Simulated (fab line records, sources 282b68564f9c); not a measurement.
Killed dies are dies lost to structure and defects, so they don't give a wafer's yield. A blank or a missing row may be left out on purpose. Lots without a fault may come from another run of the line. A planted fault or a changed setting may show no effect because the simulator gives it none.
Which tool did it? | flow rit_cmos | 7 lots, 21 wafers sampled, at 2 steps of a route of 202

WHAT THE GAUGES READ, wafer by wafer
RIT_GATE_THK_MEAS_07.
lot  | measured    | on            | GATE_OXIDE_THK (nm)
L231 | day 2 15:11 | film_metro-02 | 2.96 3.06 3.02
L233 | day 3 01:13 | film_metro-03 | 3.11 3.02 3.03
L235 | day 3 11:49 | film_metro-03 | 2.99 2.98 3.07
L239 | day 4 06:44 | film_metro-02 | 2.88 2.92 2.96
L242 | day 5 00:01 | film_metro-02 | 3.54 3.54 3.61
L250 | day 6 17:52 | film_metro-02 | 2.92 2.97 2.91
L252 | day 7 00:25 | film_metro-04 | 3.01 3.00 3.04

WHICH TOOL RAN EACH LOT (tool, then ch and the chambers of the sampled wafers, then the start)
lot  | RIT_GATE_OXIDATION_05
L231 | furnace-03 ch 0, day 2 13:52
L233 | furnace-03 ch 0, day 2 23:53
L235 | furnace-01 ch 0, day 3 10:29
L239 | furnace-04 ch 0, day 4 05:23
L242 | furnace-01 ch 0, day 4 21:22
L250 | furnace-04 ch 0, day 6 14:15
L252 | furnace-04 ch 0, day 6 23:05
- RIT_GATE_OXIDATION_05: target thk 3 nm, ox time 270 s.

THE ANSWER, worked out from the rows above alone
Rule: what is usual is taken from the lots themselves. Put in order of their means at a reading, lots are off if they are a third of the lots or fewer, leave a main group of 4 or more, and stand apart from it by a gap of 3 or more times the standard deviation of the main group's means; of several such gaps the widest counts. A main group whose means are all the same, to the digits that the tables above print for the reading, isn't used. A lot without any number at a reading at which 4 lots or more have one is off too. The other lots that the step has rows for count as sound.
Off: L242, at RIT_GATE_THK_MEAS_07 (GATE_OXIDE_THK). The main group: mean 2.99 nm, standard deviation 0.048.
A tool fits if, at a process step before that reading, it ran every lot that is off, and no sound lot after the first of them. The gauges at RIT_GATE_THK_MEAS_07 are tried like those tools. One fits: furnace-01 at RIT_GATE_OXIDATION_05. Its last sound lot is L235 (day 3 10:29), its first lot that is off L242 (day 4 21:22): a fault that began between those two fits.

WHAT THE SIMULATOR HAD PUT IN
Process parameter drift: furnace-01, from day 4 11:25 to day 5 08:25, at RIT_GATE_OXIDATION_05. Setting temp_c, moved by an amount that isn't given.
Lots struck among those shown: L242. The rule above found the same.
